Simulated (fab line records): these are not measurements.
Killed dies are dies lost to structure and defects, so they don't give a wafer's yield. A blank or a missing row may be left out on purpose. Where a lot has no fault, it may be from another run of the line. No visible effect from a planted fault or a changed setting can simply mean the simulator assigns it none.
Lot-split experiment    flow berkeleyCmos170    on a route of 331 steps: 5 lots, 23 wafers read

== ABOUT THE SPLIT ==
At UCB170_PWELL_IMPLANT_15, the setting doseCm2 was moved away from the recipe's 5e+12 on 10 of the 23 wafers read, by -7.2% to +2.0%. This setting was run at the recipe's value on the other wafers.

== FROM THE SPLIT TO THE READING: what the file shows between them, 1 step ==
- UCB170_PWELL_STRIP_16: strips in O2

== THE READING ==
PWELL_TW, at UCB170_PWELL_TW_MEAS_17. A value of 377 with a standard deviation of 3.5 is what fault-free wafers of this fab line usually give.

wafer   tool, chamber at the split  doseCm2 as run  against the recipe  PWELL_TW  against lot-mates on the recipe
L075.2  implanter-02, 0             4.722e+12       -5.6%               364       -11
L075.3  implanter-02, 0             5e+12           recipe              374       -
L075.4  implanter-02, 0             4.722e+12       -5.6%               367       -8
L075.5  implanter-02, 0             5e+12           recipe              376       -
L075.6  implanter-02, 0             5e+12           recipe              374       -
L076.1  implanter-01, 0             5e+12           recipe              382       -
L076.2  implanter-01, 0             4.642e+12       -7.2%               372       -10
L076.4  implanter-01, 0             4.642e+12       -7.2%               373       -9
L076.5  implanter-01, 0             4.642e+12       -7.2%               375       -7
L076.6  implanter-01, 0             5e+12           recipe              382       -
L079.1  implanter-03, 0             5e+12           recipe              373       -
L079.4  implanter-03, 0             5e+12           recipe              374       -
L079.6  implanter-03, 0             5e+12           recipe              374       -
L081.1  implanter-03, 0             4.713e+12       -5.7%               368       -8
L081.2  implanter-03, 0             4.713e+12       -5.7%               368       -8
L081.3  implanter-03, 0             5e+12           recipe              376       -
L081.4  implanter-03, 0             5e+12           recipe              376       -
L081.5  implanter-03, 0             5e+12           recipe              376       -
L084.1  implanter-01, 0             5.098e+12       +2.0%               378       +4
L084.2  implanter-01, 0             5e+12           recipe              375       -
L084.3  implanter-01, 0             5.098e+12       +2.0%               378       +4
L084.5  implanter-01, 0             5.098e+12       +2.0%               377       +2
L084.6  implanter-01, 0             5e+12           recipe              374       -

FIT RESULTS
A straight line over all 23 wafers: PWELL_TW changes by +0.897 for each +1% of doseCm2; r = +0.67; the points scatter about the line by 3.3.
The same after taking each lot's own level away (the mean of its wafers on the recipe; 23 wafers): +1.37 for each +1%; r = +0.97; scatter 1.
Per that fit: largest doseCm2 move, reading shift of 9.8.
The lots' own levels span 373.7 to 382.0, that is 2.4 times the standard deviation above.
So the lot-to-lot level blurs the effect unless lot-mates are compared.
Check: -9.68 against its lot-mates is what the line predicts for one of the wafers moved furthest among these (-7.2%) when that wafer is left out of the fit. Against them it came out at -10.

== FURTHER SPLITS ON THESE WAFERS ==
Other splits were also applied to these wafers ahead of the reading. Each is held against what the fit with the lots' levels taken away leaves over:
other split on the same wafers   wafers away from the commonest value  r with PWELL_TW (lot level and that fit taken away)
UCB170_START_OXIDATION_02 tempC  18                                    -0.02
UCB170_NWELL_IMPLANT_14 doseCm2  8                                     -0.02
UCB170_PWELL_COAT_08 spinRpm     9                                     +0.09

== FILE'S OWN FIT ==
PWELL_TW changes by +1.36 for each +1% of doseCm2, r = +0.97.
